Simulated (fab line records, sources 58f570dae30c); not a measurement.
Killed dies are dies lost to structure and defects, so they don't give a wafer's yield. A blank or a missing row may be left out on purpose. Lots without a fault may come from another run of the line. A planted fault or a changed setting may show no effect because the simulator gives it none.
Which tool did it? | flow berkeley_cmos170 | 13 lots, 39 wafers sampled, at 5 steps of a route of 331

WHAT THE GAUGES READ, wafer by wafer
UCB170_M1_CD_MEAS_90: target cd 700 nm.
lot  | measured     | on        | cd_nm (nm)
L890 | day 8 06:20  | cd_sem-01 | 700.0 699.7 702.2
L893 | day 9 04:15  | cd_sem-02 | 700.7 701.9 697.3
L892 | day 9 04:34  | cd_sem-02 | 698.8 701.6 699.4
L894 | day 9 06:58  | cd_sem-01 | 697.3 695.5 699.4
L897 | day 9 14:05  | cd_sem-02 | 698.7 700.6 700.6
L896 | day 9 14:31  | cd_sem-01 | 702.1 701.3 700.3
L895 | day 9 15:46  | cd_sem-01 | 700.4 702.1 699.2
L898 | day 11 00:34 | cd_sem-02 | 700.9 700.9 698.5
L902 | day 11 02:10 | cd_sem-02 | 698.0 700.2 700.3
L901 | day 11 02:19 | cd_sem-01 | 700.2 700.0 699.7
L903 | day 11 14:19 | cd_sem-01 | 699.2 700.0 700.4
L912 | day 13 16:28 | cd_sem-01 | 698.4 701.4 698.1
L911 | day 13 18:49 | cd_sem-02 | 699.9 698.1 698.0

UCB170_V2_THK_MEAS_04.
lot  | measured     | on            | V2_POLISHED_THK (nm)
L890 | day 8 16:17  | film_metro-04 | 1001.5 1002.5 999.3
L893 | day 9 12:19  | film_metro-04 | 1001.2 999.9 1001.5
L892 | day 9 12:45  | film_metro-03 | 1000.1 1001.3 1001.5
L894 | day 9 15:04  | film_metro-04 | 998.7 1001.3 999.2
L897 | day 9 21:22  | film_metro-01 | 999.6 997.8 1001.3
L896 | day 10 02:36 | film_metro-01 | 1001.7 1001.0 1002.6
L895 | day 10 02:54 | film_metro-01 | 1000.3 1001.2 1001.6
L898 | day 11 07:47 | film_metro-03 | 999.2 1000.8 998.9
L902 | day 11 10:31 | film_metro-04 | 1001.3 999.5 1001.9
L901 | day 11 10:50 | film_metro-01 | 1000.0 1001.1 999.8
L903 | day 11 21:53 | film_metro-01 | 999.6 1000.3 1001.1
L912 | day 14 00:08 | film_metro-04 | 1328.6 1000.7 1001.6
L911 | day 14 02:22 | film_metro-03 | 1000.4 1000.0 998.3

UCB170_V2_OVL_MEAS_13.
lot  | measured     | on         | V2_OVL (nm)
L890 | day 8 17:48  | overlay-01 | -1 0 4
L893 | day 9 13:52  | overlay-01 | -7 -4 2
L892 | day 9 14:05  | overlay-01 | 12 7 7
L894 | day 9 16:44  | overlay-01 | 2 -2 -6
L897 | day 9 22:49  | overlay-02 | 4 -3 -3
L896 | day 10 03:48 | overlay-01 | 0 0 -1
L895 | day 10 04:13 | overlay-02 | 5 3 -3
L898 | day 11 09:19 | overlay-01 | -7 -3 -5
L902 | day 11 12:02 | overlay-02 | -1 1 3
L901 | day 11 12:35 | overlay-02 | 0 -1 -7
L903 | day 11 23:47 | overlay-02 | 8 6 6
L912 | day 14 01:33 | overlay-02 | 3 7 5
L911 | day 14 03:58 | overlay-01 | 4 2 8

WHICH TOOL RAN EACH LOT (tool, then ch and the chambers of the sampled wafers, then the start)
lot  | UCB170_M1_SPUTTER_00         | UCB170_V2_CMP_02
L890 | pvd_sputter-04, day 8 04:34  | cmp-02 ch 1,2,3, day 8 15:58
L893 | pvd_sputter-02, day 9 01:19  | cmp-01 ch 0,1,2, day 9 11:59
L892 | pvd_sputter-03, day 9 01:52  | cmp-02 ch 0,1,3, day 9 12:23
L894 | pvd_sputter-04, day 9 05:28  | cmp-01 ch 0,1,3, day 9 14:38
L897 | pvd_sputter-04, day 9 12:30  | cmp-01 ch 1,3, day 9 20:56
L896 | pvd_sputter-02, day 9 12:50  | cmp-01 ch 0,1,3, day 10 02:17
L895 | pvd_sputter-03, day 9 14:14  | cmp-01 ch 0,1,2, day 10 02:29
L898 | pvd_sputter-02, day 10 22:56 | cmp-01 ch 0,1,2, day 11 07:28
L902 | pvd_sputter-02, day 11 00:26 | cmp-02 ch 1,2,3, day 11 10:05
L901 | pvd_sputter-03, day 11 00:38 | cmp-01 ch 0,3, day 11 10:25
L903 | pvd_sputter-03, day 11 12:28 | cmp-01 ch 0,1,2, day 11 21:28
L912 | pvd_sputter-02, day 13 14:31 | cmp-01 ch 0,2,3, day 13 23:43
L911 | pvd_sputter-04, day 13 16:52 | cmp-02 ch 0,1,3, day 14 02:05
- UCB170_M1_SPUTTER_00: material Al, target thk 600 nm, time 80 s.
- UCB170_V2_CMP_02: polishes SiO2.

WHAT THE TOOLS THEMSELVES READ (means of the sampled wafers that have a number; where no wafer has one, the mark that the record gives instead)
UCB170_M1_SPUTTER_00.
lot  | tool           | chamber_pressure_pa (Pa) | throttle_valve_pct (%)
L890 | pvd_sputter-04 | 0.5003                   | 30.1
L893 | pvd_sputter-02 | 0.5007                   | 30.5
L892 | pvd_sputter-03 | 0.5008                   | 29.0
L894 | pvd_sputter-04 | 0.5005                   | 30.3
L897 | pvd_sputter-04 | 0.4991                   | 30.8
L896 | pvd_sputter-02 | 0.5002                   | 30.5
L895 | pvd_sputter-03 | 0.4999                   | 29.3
L898 | pvd_sputter-02 | 0.4997                   | 30.5
L902 | pvd_sputter-02 | 0.5000                   | 30.4
L901 | pvd_sputter-03 | 0.4993                   | 29.2
L903 | pvd_sputter-03 | 0.4992                   | 29.3
L912 | pvd_sputter-02 | 0.5003                   | 29.8
L911 | pvd_sputter-04 | 0.5001                   | 30.6

UCB170_V2_CMP_02.
lot  | tool   | motor_current_A (A)
L890 | cmp-02 | 16.3
L893 | cmp-01 | 17.4
L892 | cmp-02 | 16.3
L894 | cmp-01 | 15.7
L897 | cmp-01 | 13.9
L896 | cmp-01 | 15.7
L895 | cmp-01 | 17.0
L898 | cmp-01 | 17.5
L902 | cmp-02 | 16.7
L901 | cmp-01 | 17.4
L903 | cmp-01 | 16.8
L912 | cmp-01 | 16.7
L911 | cmp-02 | 15.6

THE ANSWER, worked out from the rows above alone
Rule: what is usual is taken from the lots themselves. Put in order of their means at a reading, lots are off if they are a third of the lots or fewer, leave a main group of 4 or more, and stand apart from it by a gap of 3 or more times the standard deviation of the main group's means; of several such gaps the widest counts. A main group whose means are all the same, to the digits that the tables above print for the reading, isn't used. A lot without any number at a reading at which 4 lots or more have one is off too. The other lots that the step has rows for count as sound. The gauges are gone through in route order, then the tools' own readings, and for those a lot's mean is taken as printed above. The first step at which some lot is off is used, and at that step the reading that is off furthest; a lot without a number counts as furthest.
Off: L912, at UCB170_V2_THK_MEAS_04 (V2_POLISHED_THK). The main group: mean 1000.5 nm, standard deviation 0.7.
A tool fits if, at a process step before that reading, it ran every lot that is off, and no sound lot after the first of them. The gauges at UCB170_V2_THK_MEAS_04 are tried like those tools. Can't be told from this: 3 tools fit, pvd_sputter-02 at UCB170_M1_SPUTTER_00, cmp-01 at UCB170_V2_CMP_02, film_metro-04 at UCB170_V2_THK_MEAS_04.

WHAT THE SIMULATOR HAD PUT IN
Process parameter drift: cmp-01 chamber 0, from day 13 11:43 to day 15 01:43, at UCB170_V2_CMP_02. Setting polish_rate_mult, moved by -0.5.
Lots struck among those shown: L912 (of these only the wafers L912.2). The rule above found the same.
